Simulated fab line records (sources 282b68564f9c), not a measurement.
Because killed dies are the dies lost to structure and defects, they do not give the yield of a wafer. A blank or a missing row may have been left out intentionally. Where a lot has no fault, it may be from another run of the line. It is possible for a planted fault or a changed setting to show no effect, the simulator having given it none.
Problem report in the 8D (eight disciplines) form, filled by code	flow ritCmos	the parts of the form that need people (team, actions taken, sign-off) are left out

## 1. PROBLEM STATEMENT
tubeCenterTempC at RIT_FOX2_OXIDATION_00 reads a mean of 1107 C on 6 wafers of 2 lots; wafers without a fault read 1100 C with a standard deviation of 0.099. Relative to the usual mean, that is a shift of +69 standard deviations.
The step: target thk 350.7 nm, ox time 1130 s.
First observed at day 5 07:53: wafer L547.2, on furnace-01. The record holds 42 wafers of 14 lots with a number at this step. The rule behind "out" and "out of limits": a value lying over 4 standard deviations away from the usual mean. The other wafers with a number count as sound.

## 2. WHAT IT IS, AND WHAT IT ISN'T
question	is	is not
which readings at this step	tubeCenterTempC, spikeTcCentreC, spikeTcSourceC, tube_center_temp_C_max	-
which lots	L547, L550	L531, L532, L533, L534, L536, L537, L538, L540, L541, L543, L545, L549
which wafers of those lots	all that have a number	-
read on which tools	furnace-01	furnace-03, furnace-04
when	from day 5 07:53	up to then (33 sound wafers); but 3 sound wafers of L549 came after

## 3. WHAT RULES OUT EACH SUSPECT
Counting: a tool at any process step up to the reading remains a suspect when it ran all the lots that are out and ran no sound lot after the first of those.
- furnace-01 at RIT_FOX2_OXIDATION_00 (target thk 350.7 nm, ox time 1130 s): kept. All lots that are out passed through it, beginning with L547 at day 5 07:53, and no sound lot followed; its final sound lot before that point was L545 at day 5 00:16. Its own spikeTcCentreC, spikeTcSourceC, tubeCenterTempC, tube_center_temp_C_max readings are out on those wafers.
After counting, what remains is furnace-01 at RIT_FOX2_OXIDATION_00.

## 4. THE CAUSE (what the simulator had put in)
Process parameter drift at RIT_FOX2_OXIDATION_00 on furnace-01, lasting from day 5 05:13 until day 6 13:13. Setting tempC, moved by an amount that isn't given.
After counting, this tool was the only one left.

## 5. SEQUENCE OF EFFECTS, ordered by route
Each row: a reading where the mean over the struck wafers with a number is more than 3 standard deviations away from the usual. Only readings whose record carries a usual standard deviation are examined. hours: median over the lots of the time between each lot's start at the first step of this table that gives one and its start at this step. sigmas: the change, counted in usual standard deviations.
hours	step	reading	usual	on struck wafers	change	sigmas
0	RIT_FOX2_OXIDATION_00	spikeTcCentreC	1102.3 C	1109.1	+6.8	+6.8
0	RIT_FOX2_OXIDATION_00	spikeTcSourceC	1125.9 C	1133.7	+7.8	+5.2
0	RIT_FOX2_OXIDATION_00	tubeCenterTempC	1100 C	1107	+7	+69
0	RIT_FOX2_OXIDATION_00	tube_center_temp_C_max	1102.8	1109.7	+6.9	+13
Process steps it contains:
- RIT_FOX2_OXIDATION_00: target thk 350.7 nm, ox time 1130 s.

## 6. WHAT WOULD HAVE CAUGHT IT SOONER
3 hours passed between the start of the fault at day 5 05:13 and the first reading out of limits in this record, taken at day 5 07:53.
